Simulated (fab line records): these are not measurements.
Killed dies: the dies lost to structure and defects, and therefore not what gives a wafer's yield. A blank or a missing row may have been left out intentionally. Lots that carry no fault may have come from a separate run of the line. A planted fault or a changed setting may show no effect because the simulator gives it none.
Matching of chambers + flow rit-cmos + rie-si-01 running RIT_GATE_ETCH_19: 4 sister chambers
The step etches poly-Si in SF6/CHF3/O2, stops on SiO2, time 165 s, target depth 312.5 nm. 14 wafers are shown with their chamber, then 7 later ones without.

## WAFERS PAIRED WITH THEIR CHAMBERS
| wafer  | chamber | drypump-motor-current-A (A) | throttle-valve-pct (%) | oes-product-au (a.u.) |
|--------|---------|-----------------------------|------------------------|-----------------------|
| L201.1 | 0       | 5.88                        | 10.24                  | 0.829                 |
| L201.2 | 1       | 5.57                        | 10.32                  | 0.852                 |
| L201.4 | 2       | 5.74                        | 10.31                  | 0.849                 |
| L203.1 | 2       | 5.76                        | 10.33                  | 0.857                 |
| L203.3 | 1       | 5.59                        | 10.32                  | 0.849                 |
| L203.6 | 0       | 5.89                        | 10.27                  | 0.836                 |
| L205.1 | 3       | 5.28                        | 10.12                  | 0.858                 |
| L205.5 | 0       | 5.87                        | 10.26                  | 0.833                 |
| L205.6 | 1       | 5.59                        | 10.31                  | 0.833                 |
| L207.3 | 1       | 5.60                        | 10.31                  | 0.845                 |
| L207.5 | 3       | 5.27                        | 10.13                  | 0.863                 |
| L207.6 | 0       | 5.91                        | 10.25                  | 0.833                 |
| L209.2 | 0       | 5.88                        | 10.26                  | 0.838                 |
| L209.4 | 2       | 5.75                        | 10.30                  | 0.848                 |

SIGNATURES (means of the wafers above)
| reading                 | chamber 0 | chamber 1 | chamber 2 | chamber 3 | scatter within a chamber |
|-------------------------|-----------|-----------|-----------|-----------|--------------------------|
| drypump-motor-current-A | 5.8860    | 5.5875    | 5.7500    | 5.2750    | 0.0128                   |
| throttle-valve-pct      | 10.2560   | 10.3150   | 10.3133   | 10.1250   | 0.0107                   |
| oes-product-au          | 0.83380   | 0.84475   | 0.85133   | 0.86050   | 0.00563                  |
Rule: a wafer's distance from a chamber is the root of the sum, over the readings, of the square of ((its reading less the chamber's mean) divided by the reading's scatter). The wafer belongs to the nearest chamber; if the next one is less than 2 further off, it can't be placed. The scatter: the root of (the sum of the squares of (reading less its chamber's mean) over the shown wafers, divided by (wafers less chambers)).

## WAFERS WITHOUT THEIR CHAMBER
| wafer  | drypump-motor-current-A (A) | throttle-valve-pct (%) | oes-product-au (a.u.) |
|--------|-----------------------------|------------------------|-----------------------|
| L209.6 | 5.87                        | 10.26                  | 0.835                 |
| L211.3 | 5.57                        | 10.30                  | 0.850                 |
| L211.4 | 5.28                        | 10.12                  | 0.874                 |
| L211.6 | 5.58                        | 10.29                  | 0.838                 |
| L215.1 | 5.56                        | 10.30                  | 0.830                 |
| L215.2 | 5.74                        | 10.34                  | 0.858                 |
| L215.4 | 5.89                        | 10.26                  | 0.827                 |

## WHICH CHAMBER EACH WENT THROUGH
| wafer  | from the rows above | in truth |
|--------|---------------------|----------|
| L209.6 | 0                   | 0        |
| L211.3 | 1                   | 1        |
| L211.4 | 3                   | 3        |
| L211.6 | 1                   | 1        |
| L215.1 | 1                   | 1        |
| L215.2 | 2                   | 2        |
| L215.4 | 0                   | 0        |
Correct placement for 7 of the 7. Can't be placed from these rows: 0. Wrongly placed: 0.
